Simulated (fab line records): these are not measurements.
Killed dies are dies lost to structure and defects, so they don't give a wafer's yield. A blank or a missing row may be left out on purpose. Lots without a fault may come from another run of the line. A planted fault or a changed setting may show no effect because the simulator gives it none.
Which tool did it? || flow berkeley cmos170 || 11 lots, 33 wafers sampled, at 7 steps of a route of 331

WHAT EACH GAUGE READ, for each wafer
UCB170_FIELD_THK_MEAS_02.
{"lot": "L840", "measured": "day 4 20:51", "on": "film metro-02", "FIELD_OXIDE_THK (nm)": "538 538 534"}
{"lot": "L841", "measured": "day 5 05:32", "on": "film metro-02", "FIELD_OXIDE_THK (nm)": "549 558 562"}
{"lot": "L842", "measured": "day 5 05:31", "on": "film metro-04", "FIELD_OXIDE_THK (nm)": "560 571 563"}
{"lot": "L843", "measured": "day 5 21:28", "on": "film metro-03", "FIELD_OXIDE_THK (nm)": "556 564 562"}
{"lot": "L844", "measured": "day 5 21:23", "on": "film metro-02", "FIELD_OXIDE_THK (nm)": "538 542 539"}
{"lot": "L845", "measured": "day 5 21:20", "on": "film metro-02", "FIELD_OXIDE_THK (nm)": "560 547 544"}
{"lot": "L846", "measured": "day 5 21:22", "on": "film metro-03", "FIELD_OXIDE_THK (nm)": "550 549 558"}
{"lot": "L849", "measured": "day 6 12:47", "on": "film metro-04", "FIELD_OXIDE_THK (nm)": "553 549 553"}
{"lot": "L850", "measured": "day 7 01:25", "on": "film metro-03", "FIELD_OXIDE_THK (nm)": "662 661 673"}
{"lot": "L854", "measured": "day 8 00:19", "on": "film metro-02", "FIELD_OXIDE_THK (nm)": "663 652 660"}
{"lot": "L855", "measured": "day 8 00:17", "on": "film metro-03", "FIELD_OXIDE_THK (nm)": "663 667 669"}

UCB170_FIELD_THK_MEAS_90.
{"lot": "L840", "measured": "day 5 04:37", "on": "film metro-04", "FIELD_OXIDE_LEFT_1_THK (nm)": "421 421 418"}
{"lot": "L841", "measured": "day 5 14:28", "on": "film metro-04", "FIELD_OXIDE_LEFT_1_THK (nm)": "433 441 445"}
{"lot": "L842", "measured": "day 5 14:27", "on": "film metro-03", "FIELD_OXIDE_LEFT_1_THK (nm)": "444 455 446"}
{"lot": "L843", "measured": "day 6 06:45", "on": "film metro-02", "FIELD_OXIDE_LEFT_1_THK (nm)": "437 446 443"}
{"lot": "L844", "measured": "day 6 06:43", "on": "film metro-04", "FIELD_OXIDE_LEFT_1_THK (nm)": "420 424 421"}
{"lot": "L845", "measured": "day 6 06:47", "on": "film metro-03", "FIELD_OXIDE_LEFT_1_THK (nm)": "443 430 426"}
{"lot": "L846", "measured": "day 6 06:43", "on": "film metro-03", "FIELD_OXIDE_LEFT_1_THK (nm)": "433 432 440"}
{"lot": "L849", "measured": "day 7 01:40", "on": "film metro-03", "FIELD_OXIDE_LEFT_1_THK (nm)": "437 433 438"}
{"lot": "L850", "measured": "day 7 10:02", "on": "film metro-02", "FIELD_OXIDE_LEFT_1_THK (nm)": "545 544 556"}
{"lot": "L854", "measured": "day 8 08:20", "on": "film metro-02", "FIELD_OXIDE_LEFT_1_THK (nm)": "545 534 542"}
{"lot": "L855", "measured": "day 8 08:19", "on": "film metro-03", "FIELD_OXIDE_LEFT_1_THK (nm)": "545 550 552"}

UCB170_FIELD_THK_MEAS_91.
{"lot": "L840", "measured": "day 6 01:46", "on": "film metro-03", "FIELD_OXIDE_LEFT_2_THK (nm)": "332 333 329"}
{"lot": "L841", "measured": "day 6 07:52", "on": "film metro-03", "FIELD_OXIDE_LEFT_2_THK (nm)": "345 353 357"}
{"lot": "L842", "measured": "day 6 07:46", "on": "film metro-04", "FIELD_OXIDE_LEFT_2_THK (nm)": "355 366 358"}
{"lot": "L843", "measured": "day 7 06:29", "on": "film metro-03", "FIELD_OXIDE_LEFT_2_THK (nm)": "349 358 355"}
{"lot": "L844", "measured": "day 7 07:45", "on": "film metro-02", "FIELD_OXIDE_LEFT_2_THK (nm)": "331 336 332"}
{"lot": "L845", "measured": "day 7 07:45", "on": "film metro-03", "FIELD_OXIDE_LEFT_2_THK (nm)": "354 342 338"}
{"lot": "L846", "measured": "day 7 06:05", "on": "film metro-02", "FIELD_OXIDE_LEFT_2_THK (nm)": "344 343 351"}
{"lot": "L849", "measured": "day 8 00:20", "on": "film metro-04", "FIELD_OXIDE_LEFT_2_THK (nm)": "351 347 352"}
{"lot": "L850", "measured": "day 8 06:26", "on": "film metro-04", "FIELD_OXIDE_LEFT_2_THK (nm)": "458 457 468"}
{"lot": "L854", "measured": "day 9 11:27", "on": "film metro-03", "FIELD_OXIDE_LEFT_2_THK (nm)": "458 446 454"}
{"lot": "L855", "measured": "day 9 11:22", "on": "film metro-02", "FIELD_OXIDE_LEFT_2_THK (nm)": "457 462 464"}

UCB170_NSD_TW_MEAS_10.
{"lot": "L840", "measured": "day 7 12:29", "on": "film metro-01", "NSD_TW": "4229 4229 4254"}
{"lot": "L841", "measured": "day 7 13:00", "on": "film metro-03", "NSD_TW": "4155 4156 4154"}
{"lot": "L842", "measured": "day 7 13:10", "on": "film metro-04", "NSD_TW": "4174 4146 4159"}
{"lot": "L843", "measured": "day 8 12:39", "on": "film metro-01", "NSD_TW": "4262 4241 4241"}
{"lot": "L844", "measured": "day 8 13:21", "on": "film metro-04", "NSD_TW": "4203 4206 4184"}
{"lot": "L845", "measured": "day 8 13:50", "on": "film metro-01", "NSD_TW": "4230 4229 4245"}
{"lot": "L846", "measured": "day 8 13:23", "on": "film metro-01", "NSD_TW": "4249 4227 4236"}
{"lot": "L849", "measured": "day 9 07:17", "on": "film metro-01", "NSD_TW": "4205 4219 4224"}
{"lot": "L850", "measured": "day 9 12:40", "on": "film metro-01", "NSD_TW": "4245 4231 4233"}
{"lot": "L854", "measured": "day 10 21:09", "on": "film metro-01", "NSD_TW": "4252 4237 4241"}
{"lot": "L855", "measured": "day 10 21:43", "on": "film metro-04", "NSD_TW": "4211 4202 4227"}

UCB170_M1_OVL_MEAS_10.
{"lot": "L840", "measured": "day 7 22:04", "on": "overlay-01", "M1_OVL (nm)": "-9 -6 -9"}
{"lot": "L841", "measured": "day 8 00:16", "on": "overlay-02", "M1_OVL (nm)": "-2 2 2"}
{"lot": "L842", "measured": "day 8 00:21", "on": "overlay-01", "M1_OVL (nm)": "5 6 7"}
{"lot": "L843", "measured": "day 8 22:13", "on": "overlay-01", "M1_OVL (nm)": "5 3 11"}
{"lot": "L844", "measured": "day 8 22:46", "on": "overlay-02", "M1_OVL (nm)": "-1 -10 -7"}
{"lot": "L845", "measured": "day 8 23:58", "on": "overlay-01", "M1_OVL (nm)": "-1 1 -1"}
{"lot": "L846", "measured": "day 8 23:05", "on": "overlay-01", "M1_OVL (nm)": "2 1 3"}
{"lot": "L849", "measured": "day 9 17:50", "on": "overlay-01", "M1_OVL (nm)": "1 6 -4"}
{"lot": "L850", "measured": "day 9 22:19", "on": "overlay-01", "M1_OVL (nm)": "2 1 -1"}
{"lot": "L854", "measured": "day 11 08:41", "on": "overlay-02", "M1_OVL (nm)": "-5 -1 -2"}
{"lot": "L855", "measured": "day 11 09:09", "on": "overlay-01", "M1_OVL (nm)": "-1 -9 -3"}

UCB170_V2_OVL_MEAS_13.
{"lot": "L840", "measured": "day 8 09:27", "on": "overlay-01", "V2_OVL (nm)": "5 0 3"}
{"lot": "L841", "measured": "day 8 11:13", "on": "overlay-01", "V2_OVL (nm)": "1 -1 -9"}
{"lot": "L842", "measured": "day 8 11:29", "on": "overlay-01", "V2_OVL (nm)": "-4 -10 -17"}
{"lot": "L843", "measured": "day 9 07:35", "on": "overlay-02", "V2_OVL (nm)": "6 -9 4"}
{"lot": "L844", "measured": "day 9 10:44", "on": "overlay-02", "V2_OVL (nm)": "-13 -8 0"}
{"lot": "L845", "measured": "day 9 11:28", "on": "overlay-01", "V2_OVL (nm)": "3 16 11"}
{"lot": "L846", "measured": "day 9 11:05", "on": "overlay-01", "V2_OVL (nm)": "-10 -8 1"}
{"lot": "L849", "measured": "day 10 04:01", "on": "overlay-02", "V2_OVL (nm)": "-3 0 4"}
{"lot": "L850", "measured": "day 10 09:11", "on": "overlay-02", "V2_OVL (nm)": "12 9 -5"}
{"lot": "L854", "measured": "day 11 18:01", "on": "overlay-01", "V2_OVL (nm)": "8 4 9"}
{"lot": "L855", "measured": "day 12 03:17", "on": "overlay-01", "V2_OVL (nm)": "1 -1 -1"}

EACH LOT AND THE TOOL THAT RAN IT (in order: tool; ch and the chambers of the sampled wafers; start)
{"lot": "L840", "UCB170_FIELD_OXIDATION_01": "furnace-04 ch 0, day 4 17:46"}
{"lot": "L841", "UCB170_FIELD_OXIDATION_01": "furnace-02 ch 0, day 5 02:31"}
{"lot": "L842", "UCB170_FIELD_OXIDATION_01": "furnace-02 ch 0, day 5 02:31"}
{"lot": "L843", "UCB170_FIELD_OXIDATION_01": "furnace-04 ch 0, day 5 18:20"}
{"lot": "L844", "UCB170_FIELD_OXIDATION_01": "furnace-04 ch 0, day 5 18:20"}
{"lot": "L845", "UCB170_FIELD_OXIDATION_01": "furnace-04 ch 0, day 5 18:20"}
{"lot": "L846", "UCB170_FIELD_OXIDATION_01": "furnace-04 ch 0, day 5 18:20"}
{"lot": "L849", "UCB170_FIELD_OXIDATION_01": "furnace-04 ch 0, day 6 09:47"}
{"lot": "L850", "UCB170_FIELD_OXIDATION_01": "furnace-04 ch 0, day 6 22:24"}
{"lot": "L854", "UCB170_FIELD_OXIDATION_01": "furnace-04 ch 0, day 7 21:17"}
{"lot": "L855", "UCB170_FIELD_OXIDATION_01": "furnace-04 ch 0, day 7 21:17"}
- UCB170_FIELD_OXIDATION_01: target thk 558.3 nm, ox time 7200 s.

WHAT THE TOOLS THEMSELVES READ (means of the sampled wafers that have a number; where no wafer has one, the mark that the record gives instead)
UCB170_FIELD_OXIDATION_01.
{"lot": "L840", "tool": "furnace-04", "spike tc centre C (C)": 1004.2, "spike tc load C (C)": 1032.7, "spike tc source C (C)": 1026.6, "tube center temp C (C)": 1000, "tube_center_temp_C_max": 1002.3, "zone power load pct (%)": 33.8, "zone power source pct (%)": 34.1}
{"lot": "L841", "tool": "furnace-02", "spike tc centre C (C)": 1000.0, "spike tc load C (C)": 1023.9, "spike tc source C (C)": 1023.8, "tube center temp C (C)": 1000, "tube_center_temp_C_max": 1002.6, "zone power load pct (%)": 31.7, "zone power source pct (%)": 34.0}
{"lot": "L842", "tool": "furnace-02", "spike tc centre C (C)": 1002.2, "spike tc load C (C)": 1024.9, "spike tc source C (C)": 1023.6, "tube center temp C (C)": 1000, "tube_center_temp_C_max": 1002.3, "zone power load pct (%)": 31.9, "zone power source pct (%)": 33.8}
{"lot": "L843", "tool": "furnace-04", "spike tc centre C (C)": 1003.9, "spike tc load C (C)": 1031.6, "spike tc source C (C)": 1026.2, "tube center temp C (C)": 1000, "tube_center_temp_C_max": 1002.2, "zone power load pct (%)": 33.9, "zone power source pct (%)": 34.2}
{"lot": "L844", "tool": "furnace-04", "spike tc centre C (C)": 1004.6, "spike tc load C (C)": 1030.9, "spike tc source C (C)": 1026.9, "tube center temp C (C)": 1000, "tube_center_temp_C_max": 1002.3, "zone power load pct (%)": 33.8, "zone power source pct (%)": 34.5}
{"lot": "L845", "tool": "furnace-04", "spike tc centre C (C)": 1004.6, "spike tc load C (C)": 1031.0, "spike tc source C (C)": 1026.6, "tube center temp C (C)": 1000, "tube_center_temp_C_max": 1001.9, "zone power load pct (%)": 33.6, "zone power source pct (%)": 34.4}
{"lot": "L846", "tool": "furnace-04", "spike tc centre C (C)": 1003.4, "spike tc load C (C)": 1031.8, "spike tc source C (C)": 1026.2, "tube center temp C (C)": 1000, "tube_center_temp_C_max": 1002.7, "zone power load pct (%)": 33.9, "zone power source pct (%)": 34.8}
{"lot": "L849", "tool": "furnace-04", "spike tc centre C (C)": 1004.1, "spike tc load C (C)": 1030.8, "spike tc source C (C)": 1026.6, "tube center temp C (C)": 1000, "tube_center_temp_C_max": 1002.7, "zone power load pct (%)": 33.9, "zone power source pct (%)": 34.9}
{"lot": "L850", "tool": "furnace-04", "spike tc centre C (C)": 1036.0, "spike tc load C (C)": 1063.6, "spike tc source C (C)": 1058.5, "tube center temp C (C)": 1032, "tube_center_temp_C_max": 1034.3, "zone power load pct (%)": 36.2, "zone power source pct (%)": 37.3}
{"lot": "L854", "tool": "furnace-04", "spike tc centre C (C)": 1034.9, "spike tc load C (C)": 1063.4, "spike tc source C (C)": 1058.5, "tube center temp C (C)": 1032, "tube_center_temp_C_max": 1034.7, "zone power load pct (%)": 36.6, "zone power source pct (%)": 37.1}
{"lot": "L855", "tool": "furnace-04", "spike tc centre C (C)": 1035.7, "spike tc load C (C)": 1063.2, "spike tc source C (C)": 1058.7, "tube center temp C (C)": 1032, "tube_center_temp_C_max": 1034.5, "zone power load pct (%)": 36.6, "zone power source pct (%)": 37.4}

THE ANSWER, worked out from the rows above alone
Rule: usual is defined by the lots themselves. Put in order of their means at a reading, lots are off if they are a third of the lots or fewer, leave a main group of 4 or more, and stand apart from it by a gap of 3 or more times the standard deviation of the main group's means; of several such gaps the widest counts. Not used: any main group whose means are identical at the precision the tables above print for the reading. Also off: a lot with no number at a reading for which 4 or more lots have one. Any other lot the step has rows for is counted as sound. Order of review: gauges by route order, followed by the tools' own readings, for which a lot's mean as printed above is used. At the first step where some lot is off, the reading lying furthest off is the one used; lots without a number count as furthest.
Off: L850, L854, L855, at UCB170_FIELD_THK_MEAS_02 (FIELD_OXIDE_THK). Mean 552 nm and standard deviation 9 in the main group.
A tool fits if, at a process step before that reading, it ran every lot that is off, and no sound lot after the first of them. The gauges at UCB170_FIELD_THK_MEAS_02 aren't tried: what is off there is off at UCB170_FIELD_OXIDATION_01 too, on other tools, and a gauge's error can't cause that. One candidate fits, namely furnace-04 at UCB170_FIELD_OXIDATION_01. A fault onset in the window from L849 (day 6 09:47, its last sound lot) to L850 (day 6 22:24, its first lot off) fits.
The tool's own readings at UCB170_FIELD_OXIDATION_01 bear it out: on the lots that are off they differ by more than 5 times the standard deviation of the sound lots' means. spike tc centre C reads 1035.5 C there against 1003.4 C on the sound lots; spike tc load C reads 1063.4 C there against 1029.7 C on the sound lots; spike tc source C reads 1058.6 C there against 1025.8 C on the sound lots; tube center temp C reads 1032 C there against 1000 C on the sound lots; tube_center_temp_C_max reads 1034.5 there against 1002.4 on the sound lots; zone power source pct reads 37.3 % there against 34.3 % on the sound lots.

WHAT THE SIMULATOR PUT IN
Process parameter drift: furnace-04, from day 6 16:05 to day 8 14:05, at UCB170_FIELD_OXIDATION_01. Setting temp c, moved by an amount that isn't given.
Struck lots among those shown: L850, L855, L854. The rule above reached the same finding.
